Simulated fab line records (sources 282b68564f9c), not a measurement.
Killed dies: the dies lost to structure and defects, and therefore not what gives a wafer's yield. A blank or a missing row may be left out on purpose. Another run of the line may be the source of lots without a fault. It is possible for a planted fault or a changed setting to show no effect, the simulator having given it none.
Which tool did it? | flow ritCmos | Sampling: 6 lots, 18 wafers, 2 of 202 route steps

## WHAT THE GAUGES READ, wafer by wafer
RIT_GATE_CD_MEAS_16: the cd target is 150 nm.
lot  | measured    | on       | cdNm (nm)
L249 | day 2 22:02 | cdSem-02 | 149.5 152.2 152.4
L251 | day 3 06:20 | cdSem-01 | 146.5 145.8 145.1
L254 | day 4 01:22 | cdSem-02 | 162.0 161.4 161.7
L259 | day 4 23:00 | cdSem-02 | 150.1 147.9 148.4
L264 | day 6 00:16 | cdSem-02 | 152.7 151.2 151.5
L269 | day 6 22:47 | cdSem-01 | 150.4 150.4 150.9

## WHICH TOOL RAN EACH LOT (tool, then ch and the chambers of the sampled wafers, then the start)
lot  | RIT_GATE_EXPOSE_13
L249 | ilineStepper-01 ch 0, day 2 21:38
L251 | ilineStepper-02 ch 0, day 3 05:56
L254 | ilineStepper-02 ch 0, day 4 00:58
L259 | ilineStepper-02 ch 0, day 4 22:36
L264 | ilineStepper-02 ch 0, day 5 23:52
L269 | ilineStepper-02 ch 0, day 6 22:23
- RIT_GATE_EXPOSE_13: exposes mask M6, target cd 150 nm.

## THE ANSWER, worked out from the rows above alone
Rule: what is usual is taken from the lots themselves. Put in order of their means at a reading, lots are off if they are a third of the lots or fewer, leave a main group of 4 or more, and stand apart from it by a gap of 3 or more times the standard deviation of the main group's means; of several such gaps the widest counts. A main group whose means are all the same, to the digits that the tables above print for the reading, isn't used. A lot without any number at a reading at which 4 lots or more have one is off too. All remaining lots with rows at the step are treated as sound.
Off, at RIT_GATE_CD_MEAS_16 on cdNm: L254. The main group has a mean of 149.7 nm with a standard deviation of 2.2.
A tool fits if, at a process step before that reading, it ran every lot that is off, and no sound lot after the first of them. The gauges at RIT_GATE_CD_MEAS_16 are tried like those tools. No candidate that was tried fits.

## WHAT THE SIMULATOR PUT IN
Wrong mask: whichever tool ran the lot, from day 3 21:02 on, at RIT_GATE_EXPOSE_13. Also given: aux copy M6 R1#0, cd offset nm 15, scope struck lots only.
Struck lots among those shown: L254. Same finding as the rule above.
